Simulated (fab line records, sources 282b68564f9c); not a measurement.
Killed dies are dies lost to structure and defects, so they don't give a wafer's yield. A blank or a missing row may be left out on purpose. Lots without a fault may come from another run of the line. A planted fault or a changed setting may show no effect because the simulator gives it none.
fab line records | flow rit_cmos
record lots=6 wafers=18 last_day=7
route steps=202 shown PRETRO@69 GATE@75 FOX2@80 M1@202
lots that met no fault: from a run of the same line without faults
start_h: hours from the record's first day to the start of the lot's first wafer shown | wait_h: hours since the lot's step before | " the same as in the row above | L1.1+2: a row that stands for several wafers | - no value, or no start given | * or withheld: withheld | < > ~ a bound
route shown NAME@n: a module of which the file shows steps, and the number in the route of the first | usual: mean/standard deviation of fault-free wafers | same: alike in all rows | chamber/n: place in a boat | sites: the reading at each site | _std_site: their standard deviation | _edge_site: outer sites' mean less inner sites' | radius_mm: how far each site lies from the wafer's centre | mask NAME#n: copy n | behind: the tool/chamber that last shaped the wafer | hold: why the lot was held/for how many hours/how that ended | device: the transistor (n, p or np) that didn't switch | end of line: the same wafers' tests at the end of the route | a step without rows: its recipe alone | killed: dies lost to structure and defects at the first sort, not the wafer's yield | map: a wafer's dies, x killed, . not, _ none there
set.NAME: the setting as run; set.NAME@STEP: as run at that earlier step | model.NAME: the simulator's own value behind a step, which no gauge read
lots at some steps of the route; a table a step, a row a wafer
services: from which hour (start_h, from the record's first day; less than 0 if before it) a tool's chamber was out of use, for how many hours, and why
## steps
# step RIT_PRETRO_DEVELOP_05
# recipe resist=NOVOLAK develop_time_s=68 dev_temp_c=23
# step RIT_PRETRO_OVL_MEAS_06
# usual PRETRO_OVL=-0.8/1.3
# columns lot.wafer tool chamber start_h wait_h PRETRO_OVL[nm]
L100.1 overlay-01 - 40.83 - -1.5
L100.2 " - " " -1.2
L100.5 " - " " -0.1
L101.2 overlay-01 - 45.92 - -0.3
L101.5 " - " " -1.1
L101.6 " - " " -0.8
L109.1 overlay-01 - 88.76 - -2.3
L109.5 " - " " 0.1
L109.6 " - " " -2.3
L112.1 overlay-02 - 101.03 - 1.1
L112.2 " - " " 0.5
L112.4 " - " " -0.7
L117.3 overlay-01 - 125.69 - 0.5
L117.5 " - " " -0.7
L117.6 " - " " 0.2
L119.3 overlay-02 - 136.16 - -2.7
L119.4 " - " " 1.6
L119.6 " - " " -1.1
# step RIT_PRETRO_HARDBAKE_07
# recipe resist=NOVOLAK temp_c=140 time_s=120
# step RIT_PRETRO_IMPLANT_08
# recipe species=B energy_kev=45 dose_cm2=1.2e+13 tilt_deg=7
# step RIT_PRETRO_STRIP_09
# recipe chemistry=O2 time_s=180 resist=NOVOLAK platen_temp_c=withheld power_w=500 pressure_mtorr=4000 o2_flow_sccm=4000
# usual drypump_motor_current_A=5.56/0.21 rf_refl_power_W=6.6/1.3
# columns lot.wafer tool chamber start_h wait_h drypump_motor_current_A rf_hours_counter_h rf_refl_power_W
L100.1 plasma_asher-03 1 41.27 0.1 5.74 40 5.4
L100.2 " 0 " " 5.77 40 8.8
L100.5 " 1 " " 5.74 - 4.9
L101.2 plasma_asher-02 1 46.35 0.1 5.39 39 6.2
L101.5 " 1 " " 5.40 - 6.3
L101.6 " 0 " " 5.75 - 5.8
L109.1 plasma_asher-02 0 89.20 0.1 5.74 43 6.0
L109.5 " 1 " " 5.41 - 6.0
L109.6 " 0 " " 5.72 - 5.8
L112.1 plasma_asher-04 0 101.46 0.1 5.18 32 7.4
L112.2 " 1 " " 5.56 32 6.1
L112.4 " 1 " " 5.56 - 6.0
L117.3 plasma_asher-03 1 126.17 0.1 5.75 - 5.0
L117.5 " 1 " " 5.70 - 5.0
L117.6 " 0 " " 5.75 - 8.9
L119.3 plasma_asher-02 0 136.64 0.1 5.75 - 5.9
L119.4 " 1 " " 5.38 - 6.6
L119.6 " 0 " " 5.75 - 5.7
# step RIT_PRETRO_TW_MEAS_10
# usual PRETRO_TW=478/9.2
# columns lot.wafer tool chamber start_h wait_h PRETRO_TW
L100.1 film_metro-04 - 41.44 0.1 474
L100.2 " - " " 474
L100.5 " - " " 472
L101.2 film_metro-03 - 46.54 0.1 492
L101.5 " - " " 492
L101.6 " - " " 492
L109.1 film_metro-04 - 89.37 0.1 476
L109.5 " - " " 473
L109.6 " - " " 475
L112.1 film_metro-01 - 101.64 0.1 469
L112.2 " - " " 472
L112.4 " - " " 468
L117.3 film_metro-03 - 126.30 0.1 489
L117.5 " - " " 489
L117.6 " - " " 493
L119.3 film_metro-01 - 136.78 0.1 473
L119.4 " - " " 472
L119.6 " - " " 469
# step RIT_GATE_WET_ETCH_00
# recipe chemistry=BOE target=SiO2 target_depth_nm=56 time_s=60 dry=n2_spin dilution=10:1 temp_c=21.5
# step RIT_GATE_CLEAN_01
# recipe chemistry=SC1 mix=3:3:50 time_s=600 temp_c=75
# step RIT_GATE_CLEAN_02
# recipe chemistry=dHF dilution=50:1 time_s=30
# step RIT_GATE_CLEAN_03
# recipe chemistry=SC2 mix=3:3:50 time_s=600 temp_c=75 dry=n2_spin
# step RIT_GATE_CLEAN_04
# recipe chemistry=dHF dilution=50:1 time_s=60.89 dry=n2_spin
# step RIT_FOX2_THK_MEAS_91
# recipe reads=SiO2_of_FOX2_OXIDATION_00
# usual FIELD_OXIDE_LEFT_2_THK=235/5.9
# columns lot.wafer tool chamber start_h wait_h FIELD_OXIDE_LEFT_2_THK[nm]
L100.1 film_metro-02 - 41.95 0.0 228
L100.2 " - " " 237
L100.5 " - " " 236
L101.2 film_metro-02 - 47.05 0.0 223
L101.5 " - " " 225
L101.6 " - " " 229
L109.1 film_metro-03 - 89.85 0.0 235
L109.5 " - " " 236
L109.6 " - " " 237
L112.1 film_metro-04 - 102.12 0.0 232
L112.2 " - " " 232
L112.4 " - " " 232
L117.3 film_metro-04 - 126.78 0.0 236
L117.5 " - " " 235
L117.6 " - " " 233
L119.3 film_metro-03 - 137.26 0.0 231
L119.4 " - " " 233
L119.6 " - " " 236
# step RIT_GATE_OXIDATION_05
# recipe temp_c=900 ambient=O2 target_thk_a=30 ox_time_s=270
# usual spike_tc_centre_C=902.5/1 spike_tc_load_C=925.0/1.5 tube_center_temp_C=900/0.083 tube_center_temp_C_max=902.3/0.4
# columns lot.wafer tool chamber start_h wait_h spike_tc_centre_C spike_tc_load_C tube_center_temp_C tube_center_temp_C_max model.SiO2_of_GATE_OXIDATION_05.thk_nm
L100.1 furnace-01 0 42.01 0.1 902.4 924.0 899.89 902.1 3.07
L100.2 " 0 " " 903.1 925.6 900.12 902.0 3.081
L100.5 " 0 " " 902.8 925.8 900.04 902.1 3.121
L101.2 furnace-02 0 47.10 0.0 903.3 922.6 900.02 901.9 2.999
L101.5 " 0 " " 902.8 921.7 900.01 902.1 3.075
L101.6 " 0 " " 902.7 919.9 899.9 902.1 3.033
L109.1 furnace-04 0 89.91 0.1 902.6 925.1 900.06 902.7 3.048
L109.5 " 0 " " 901.6 926.3 899.97 902.1 2.948
L109.6 " 0 " " 902.7 926.5 899.97 902.2 2.973
L112.1 furnace-01 0 102.18 0.1 901.9 924.3 899.91 902.6 2.957
L112.2 " 0 " " 902.1 928.0 900.01 901.8 2.92
L112.4 " 0 " " 901.5 927.3 900.01 902.2 2.953
L117.3 furnace-02 0 127.05 0.3 886.0 903.7 881.69 884.1 2.432
L117.5 " 0 " " 883.7 904.8 881.59 883.4 2.466
L117.6 " 0 " " 883.6 906.0 881.43 883.7 2.427
L119.3 furnace-02 0 137.30 0.0 885.7 904.2 881.53 884.0 2.401
L119.4 " 0 " " 885.1 903.9 881.49 883.5 2.394
L119.6 " 0 " " 885.6 905.6 881.53 883.7 2.374
# step RIT_GATE_ANNEAL_06
# recipe temp_c=900 time_s=600 ambient=N2O
# step RIT_GATE_THK_MEAS_07
# recipe reads=SiO2_of_GATE_OXIDATION_05
# usual GATE_OXIDE_THK=3.02/0.074
# columns lot.wafer tool chamber start_h wait_h GATE_OXIDE_THK[nm]
L100.1 film_metro-04 - 43.34 0.0 3.11
L100.2 " - " " 3.10
L100.5 " - " " 3.13
L101.2 film_metro-04 - 49.31 0.0 2.97
L101.5 " - " " 3.12
L101.6 " - " " 3.03
L109.1 film_metro-04 - 91.23 0.0 3.00
L109.5 " - " " 2.97
L109.6 " - " " 2.98
L112.1 film_metro-02 - 103.50 0.0 2.99
L112.2 " - " " 2.90
L112.4 " - " " 2.99
L117.3 film_metro-02 - 128.40 0.0 2.45
L117.5 " - " " 2.45
L117.6 " - " " 2.38
L119.3 film_metro-02 - 138.72 0.0 2.44
L119.4 " - " " 2.42
L119.6 " - " " 2.30
# step RIT_GATE_CVD_08
# recipe material=poly-Si target_thk_nm=250 temp_c=610 precursor=SiH4 time_s=2220 pressure_mtorr=300 sih4_flow_sccm=100
# step RIT_M1_PROBE_99
# usual killed_at_front_end=6.9/3 killed_dies=6.9/3 killed_open=3.5/2 killed_short=3.4/2.1
# same gross_dies=264 killed_at_M0_to_M3=0 killed_at_M4_up=0 killed_at_back_side=0 killed_at_contacts=0 killed_at_other=0
# columns lot.wafer tool chamber start_h wait_h killed_at_front_end killed_dies killed_open killed_short model.etest.pmos_0p3.r_on_ohm_um model.etest.pmos_turned.r_on_ohm_um model.etest.pmos_0p15.r_on_ohm_um model.etest.nmos_0p3.r_on_ohm_um model.etest.nmos_0p15.drive_ua_um model.etest.nmos_narrow.drive_ua_um model.etest.nmos_0p3.drive_ua_um model.etest.pmos_0p15.drive_ua_um
L100.1 prober-01 - 69.63 0.1 4 4 2 2 6365 3519 2860 2206 438.2 220.4 214.4 244.2
L100.2 prober-01 - 69.68 0.1 3 3 1 2 6283 3417 2786 2218 448 220.9 213.7 250.7
L100.5 prober-01 - 69.83 0.2 5 5 3 2 6352 3466 2798 2214 440.4 212.4 210.5 245.7
L101.2 prober-02 - 73.73 0.1 6 6 3 3 6218 3500 2781 2175 458.8 232.7 225.2 256.2
L101.5 prober-02 - 73.88 0.2 4 4 3 1 6313 3516 2804 2194 447.6 224.4 215.8 250.1
L101.6 prober-02 - 73.93 0.2 6 6 2 4 6239 3410 2765 2175 457.2 231.3 221.6 258.3
L109.1 prober-02 - 115.82 0.1 1 1 1 0 6121 3172 2594 2184 466.3 222 220.6 270.6
L109.5 prober-02 - 116.02 0.2 7 7 5 2 6081 3224 2651 2143 468.9 233.6 230 270.7
L109.6 prober-02 - 116.07 0.2 7 7 4 3 6095 3196 2594 2150 470.4 227.9 225.3 274.5
L112.1 prober-01 - 126.33 0.1 2 2 0 2 6250 3406 2766 2176 475 241.9 230.8 259.3
L112.2 prober-01 - 126.38 0.1 5 5 3 2 6098 3250 2637 2104 494.5 247.6 237.9 273.9
L112.4 prober-01 - 126.48 0.2 4 4 4 0 6206 3374 2718 2167 479.9 239.7 233.8 262.9
L117.3 prober-02 - 151.40 0.2 8 8 5 3 5393 3183 2528 1887 565.3 292.9 286.6 302.3
L117.5 prober-02 - 151.50 0.2 8 8 7 1 5460 3209 2558 1900 553.8 289.1 285.5 295.2
L117.6 prober-02 - 151.55 0.2 8 8 5 3 5386 3167 2535 1890 567.6 295.8 288.1 302.6
L119.3 prober-02 - 162.94 0.2 11 11 8 3 - - - - - - - -
L119.4 prober-02 - 162.99 0.2 7 7 4 3 - - - - - - - -
L119.6 prober-02 - 163.09 0.2 8 8 3 5 - - - - - - - -
# killed by level:class
L100.1 GATE:geometric_particle:open=1 GATE:geometric_particle:short=1 REOX:geometric_particle:open=1 SILICIDE:geometric_particle:short=1
L100.2 FOX2:geometric_particle:short=1 REOX:geometric_particle:short=1 SPACER:geometric_particle:open=1
L100.5 ACTIVE:geometric_particle:open=1 FOX1:geometric_particle:short=1 GATE:geometric_particle:short=1 GATE:geometric_particle:open=1 SILICIDE:geometric_particle:open=1
L101.2 GATE:geometric_particle:short=2 FOX1:geometric_particle:open=1 GATE:geometric_particle:open=1 REOX:geometric_particle:short=1 SILICIDE:geometric_particle:open=1
L101.5 GATE:geometric_particle:open=2 SPACER:geometric_particle:open=1 SPACER:geometric_particle:short=1
L101.6 SPACER:geometric_particle:short=2 FOX2:geometric_particle:short=1 FOX2:geometric_particle:open=1 GATE:geometric_particle:short=1 SPACER:geometric_particle:open=1
L109.1 GATE:geometric_particle:open=1
L109.5 GATE:geometric_particle:open=3 FOX1:geometric_particle:open=1 GATE:geometric_particle:short=1 REOX:geometric_particle:short=1 SPACER:geometric_particle:open=1
L109.6 GATE:geometric_particle:short=2 SPACER:geometric_particle:open=2 FOX1:geometric_particle:open=1 GATE:geometric_particle:open=1 SILICIDE:geometric_particle:short=1
L112.1 FOX2:geometric_particle:short=1 SILICIDE:geometric_particle:short=1
L112.2 FOX2:geometric_particle:open=1 REOX:geometric_particle:short=1 SPACER:geometric_particle:open=1 SILICIDE:geometric_particle:short=1 SILICIDE:geometric_particle:open=1
L112.4 GATE:geometric_particle:open=2 REOX:geometric_particle:open=1 SILICIDE:geometric_particle:open=1
L117.3 REOX:geometric_particle:open=2 REOX:geometric_particle:short=2 FOX1:geometric_particle:open=1 GATE:geometric_particle:open=1 GATE:geometric_particle:short=1 SPACER:geometric_particle:open=1
L117.5 FOX1:geometric_particle:open=3 GATE:geometric_particle:open=2 GATE:geometric_particle:short=1 REOX:geometric_particle:open=1 SPACER:geometric_particle:open=1
L117.6 GATE:geometric_particle:short=2 REOX:geometric_particle:open=2 FOX2:geometric_particle:open=1 GATE:geometric_particle:open=1 REOX:geometric_particle:short=1 SPACER:geometric_particle:open=1
L119.3 GATE:geometric_particle:open=4 FOX1:geometric_particle:open=2 REOX:geometric_particle:short=2 GATE:geometric_particle:short=1 SPACER:geometric_particle:open=1 SILICIDE:geometric_particle:open=1
L119.4 FOX1:geometric_particle:open=1 FOX2:geometric_particle:short=1 FOX2:geometric_particle:open=1 GATE:geometric_particle:open=1 GATE:geometric_particle:short=1 REOX:geometric_particle:open=1 SPACER:geometric_particle:short=1
L119.6 GATE:geometric_particle:open=2 GATE:geometric_particle:short=2 SPACER:geometric_particle:short=2 REOX:geometric_particle:open=1 REOX:geometric_particle:short=1
## services
# columns tool chamber start_h hours kind
furnace-02 - 61.16 13.7 pm
plasma_asher-03 - 61.16 2.7 repair
furnace-01 - 68.29 3.1 pm
plasma_asher-02 - 70.02 8.1 repair
furnace-02 - 74.88 2.9 pm
plasma_asher-02 - 108.75 9.0 pm
plasma_asher-02 0 108.75 9.0 vent_cycle
plasma_asher-02 1 108.75 9.0 vent_cycle
furnace-04 - 110.36 3.8 pm
plasma_asher-02 0 117.75 - clean
plasma_asher-02 1 117.75 - clean
## key
first_sign step=RIT_GATE_OXIDATION_05 reading=tube_center_temp_C direction=down sigmas=99+ usual=* struck=*
effect step=RIT_GATE_OXIDATION_05 reading=tube_center_temp_C_max direction=down sigmas=47 usual=* struck=*
effect step=RIT_GATE_THK_MEAS_07 reading=GATE_OXIDE_THK direction=down sigmas=8.2 usual=3.02 struck=2.41
model_effect step=RIT_GATE_OXIDATION_05 value=SiO2_of_GATE_OXIDATION_05.thk_nm without=3.041 struck=2.416
model_effect step=RIT_M1_PROBE_99 value=etest.pmos_0p3.r_on_ohm_um without=6453 struck=5413
met_at RIT_GATE_OXIDATION_05
struck_wafers L117.3,L117.5,L117.6,L119.3,L119.4,L119.6
tester_left_out L117,L119
onset_between 47.10 127.05
fault kind=process_parameter_drift tool=furnace-02 chamber=- onset_h=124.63 steps=RIT_GATE_OXIDATION_05 channel=temp_c offset=* shape=step end_h=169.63 acts_in=* stated=*
# tester_left_out: of these lots the tester's yield and bins aren't shown, on N5 and GAA mostly nor the transistor test; their killed dies are dies lost to structure and defects alone, not to doping, threshold or leakage, so they don't give the yield
